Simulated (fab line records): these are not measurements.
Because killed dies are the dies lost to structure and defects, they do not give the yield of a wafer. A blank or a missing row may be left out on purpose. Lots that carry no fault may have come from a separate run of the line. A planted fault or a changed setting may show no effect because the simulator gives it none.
Split-lot trial | flow rit_cmos | 23 wafers read across 5 lots, on a route 202 steps long

== SPLIT DETAILS ==
At RIT_SPACER_CVD_03 (deposits Si3N4 from SiH2Cl2/NH3, target thk 250 nm, time 3300 s), the setting sih2cl2_flow_sccm was moved away from the recipe's 60 sccm on 15 of the 23 wafers read, by -9.9% to +13.0%. This setting was run at the recipe's value on the other wafers.

There is no step in the file separating the split from the reading.

== THE READING ==
Values of SPACER_NITRIDE_THK in nm from RIT_SPACER_THK_MEAS_04. On this fab line, fault-free wafers typically give 249.9 nm with a standard deviation of 1.5 nm.

wafer  | tool, chamber at the split | sih2cl2_flow_sccm as run, sccm | against the recipe | SPACER_NITRIDE_THK, nm | against lot-mates on the recipe
L077.1 | lpcvd-01, 0                | 60                             | recipe             | 249.7                  | -
L077.2 | lpcvd-01, 0                | 60                             | recipe             | 249.8                  | -
L077.3 | lpcvd-01, 0                | 60                             | recipe             | 248.7                  | -
L081.1 | -, -                       | 63.78                          | +6.3%              | 254.5                  | no lot-mate on the recipe
L081.2 | -, -                       | 63.78                          | +6.3%              | 254.6                  | no lot-mate on the recipe
L081.3 | -, -                       | 63.78                          | +6.3%              | 254.6                  | no lot-mate on the recipe
L081.4 | -, -                       | 63.78                          | +6.3%              | 255.1                  | no lot-mate on the recipe
L081.6 | -, -                       | 63.78                          | +6.3%              | 252.2                  | no lot-mate on the recipe
L082.2 | -, -                       | 54.07                          | -9.9%              | 241.7                  | no lot-mate on the recipe
L082.3 | -, -                       | 54.07                          | -9.9%              | 242.5                  | no lot-mate on the recipe
L082.4 | -, -                       | 54.07                          | -9.9%              | 240.6                  | no lot-mate on the recipe
L082.5 | -, -                       | 54.07                          | -9.9%              | 242.1                  | no lot-mate on the recipe
L082.6 | -, -                       | 54.07                          | -9.9%              | 242.5                  | no lot-mate on the recipe
L083.1 | -, -                       | 67.8                           | +13.0%             | 256.8                  | no lot-mate on the recipe
L083.3 | -, -                       | 67.8                           | +13.0%             | 259.7                  | no lot-mate on the recipe
L083.4 | -, -                       | 67.8                           | +13.0%             | 258.8                  | no lot-mate on the recipe
L083.5 | -, -                       | 67.8                           | +13.0%             | 257.6                  | no lot-mate on the recipe
L083.6 | -, -                       | 67.8                           | +13.0%             | 260.1                  | no lot-mate on the recipe
L084.1 | -, -                       | 60                             | recipe             | 251.2                  | -
L084.2 | -, -                       | 60                             | recipe             | 251.5                  | -
L084.3 | -, -                       | 60                             | recipe             | 249.8                  | -
L084.5 | -, -                       | 60                             | recipe             | 249.3                  | -
L084.6 | -, -                       | 60                             | recipe             | 250.6                  | -

THE FIT
A straight line over all 23 wafers: SPACER_NITRIDE_THK changes by +0.727 nm for each +1% of sih2cl2_flow_sccm; r = +0.98; the points scatter about the line by 1.1 nm.
Too few moved wafers with a lot-mate on the recipe to fit a line net of each lot's own level.

== THE WHOLE CHAIN: every reading that the file lists as answering this split, in the file's order ==
step                   | what it does                                                             | reading                                                                        | change (the file's fit)               | r (the file's)
RIT_SPACER_CVD_03      | deposits Si3N4 from SiH2Cl2/NH3, target thk 250 nm, time 3300 s          | Si3N4_of_SPACER_CVD_03.thk_nm (the simulator's own value, which no gauge read) | +0.727 nm for each +1% of the setting | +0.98
RIT_SPACER_THK_MEAS_04 |                                                                          | SPACER_NITRIDE_THK                                                             | +0.728 for each +1% of the setting    | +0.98
RIT_SPACER_ETCHBACK_05 | etches Si3N4 in SF6/CHF3, stops on SiO2, target depth 250 nm, time 240 s | Si3N4_of_SPACER_CVD_03.thk_nm (the simulator's own value, which no gauge read) | +0.58 nm for each +1% of the setting  | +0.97

== FILE'S OWN FIT ==
SPACER_NITRIDE_THK changes by +0.728 nm for each +1% of sih2cl2_flow_sccm, r = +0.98.
